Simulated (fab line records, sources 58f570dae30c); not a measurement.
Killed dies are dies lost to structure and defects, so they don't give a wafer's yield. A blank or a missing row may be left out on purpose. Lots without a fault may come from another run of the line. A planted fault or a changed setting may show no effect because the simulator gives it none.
Split-lot experiment | flow berkeley_cmos170 | 5 lots, 27 wafers read, on a route of 331 steps

THE SPLIT
At UCB170_M2_DEVELOP_14 (develop time 45 s), the setting develop_time_s was moved away from the recipe's 45 s on 12 of the 27 wafers read, by -45.9% to +34.2%. The other wafers ran this setting at the recipe's value.

The file shows no step between the split and the reading.

THE READING
cd_nm, in nm, at UCB170_M2_CD_MEAS_15 (target cd 700 nm). Fault-free wafers of this fab line usually give 699.7 nm, standard deviation 0.85 nm.

wafer  | tool, chamber at the split | develop_time_s as run, s | against the recipe | cd_nm, nm | against lot-mates on the recipe
L076.1 | litho_track-04, 0          | 45                       | recipe             | 699.9     | -
L076.2 | litho_track-04, 0          | 45                       | recipe             | 701.1     | -
L076.3 | litho_track-04, 0          | 35.07                    | -22.1%             | 702.0     | +1.8
L076.4 | litho_track-04, 0          | 35.07                    | -22.1%             | 702.6     | +2.4
L076.5 | litho_track-04, 0          | 45                       | recipe             | 699.7     | -
L076.6 | litho_track-04, 0          | 35.07                    | -22.1%             | 701.7     | +1.5
L078.1 | litho_track-02, 0          | 24.35                    | -45.9%             | 705.3     | +6.2
L078.2 | litho_track-02, 0          | 45                       | recipe             | 699.0     | -
L078.3 | litho_track-02, 0          | 45                       | recipe             | 699.2     | -
L078.4 | litho_track-02, 0          | 24.35                    | -45.9%             | 703.6     | +4.5
L078.5 | litho_track-02, 0          | 45                       | recipe             | 699.0     | -
L078.6 | litho_track-02, 0          | 24.35                    | -45.9%             | 702.9     | +3.8
L080.1 | litho_track-04, 0          | 45                       | recipe             | 699.1     | -
L080.2 | litho_track-04, 0          | 60.41                    | +34.2%             | 696.3     | -2.2
L080.3 | litho_track-04, 0          | 60.41                    | +34.2%             | 697.1     | -1.4
L080.4 | litho_track-04, 0          | 60.41                    | +34.2%             | 696.2     | -2.3
L080.5 | litho_track-04, 0          | 45                       | recipe             | 698.5     | -
L080.6 | litho_track-04, 0          | 45                       | recipe             | 697.8     | -
L082.1 | litho_track-01, 0          | 45                       | recipe             | 700.1     | -
L082.2 | litho_track-01, 0          | 45                       | recipe             | 700.5     | -
L082.3 | litho_track-01, 0          | 45                       | recipe             | 701.3     | -
L085.1 | litho_track-02, 0          | 45                       | recipe             | 699.1     | -
L085.2 | litho_track-02, 0          | 57.97                    | +28.8%             | 698.8     | -0.6
L085.3 | litho_track-02, 0          | 45                       | recipe             | 699.8     | -
L085.4 | litho_track-02, 0          | 45                       | recipe             | 699.4     | -
L085.5 | litho_track-02, 0          | 57.97                    | +28.8%             | 697.0     | -2.4
L085.6 | litho_track-02, 0          | 57.97                    | +28.8%             | 697.7     | -1.7

THE FIT
A straight line over all 27 wafers: cd_nm changes by -0.089 nm for each +1% of develop_time_s; r = -0.92; the points scatter about the line by 0.9 nm.
The same after taking each lot's own level away (the mean of its wafers on the recipe; 27 wafers): -0.0817 nm for each +1%; r = -0.93; scatter 0.74 nm.
On that fit, the largest move of develop_time_s shifts the reading by 3.7 nm.
The lots' own levels span 698.47 to 700.63 nm, that is 2.5 times the standard deviation above.
So the lot-to-lot level changes the slope little: the two slopes agree.
Check: with one of the wafers moved furthest among these (-45.9%) left out of the fit, the line predicts +3.56 nm for it against its lot-mates. It came out at +6.23 nm against them.

OTHER SPLITS ON THESE WAFERS
These wafers also went through other splits before the reading. Each is held against what the fit with the lots' levels taken away leaves over:
other split on the same wafers      | wafers away from the commonest value | r with cd_nm (lot level and that fit taken away)
UCB170_PWELL_OXIDATION_02 ox_time_s | 6                                    | -0.05
UCB170_SILICIDE_SPUTTER_01 time_s   | 12                                   | +0.13
UCB170_M1_SPUTTER_00 time_s         | 9                                    | -0.34

THE WHOLE CHAIN: every reading that the file lists as answering this split, in the file's order
step                 | what it does         | reading                                                   | change (the file's fit)                | r (the file's)
UCB170_M2_CD_MEAS_15 | target cd 700 nm     | cd_nm                                                     | -0.082 nm for each +1% of the setting  | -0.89
UCB170_M2_ETCH_17    | etches BARC in N2/H2 | M2.cd_nm (the simulator's own value, which no gauge read) | -0.0892 nm for each +1% of the setting | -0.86

THE FILE'S OWN FIT
cd_nm changes by -0.082 nm for each +1% of develop_time_s, r = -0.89.
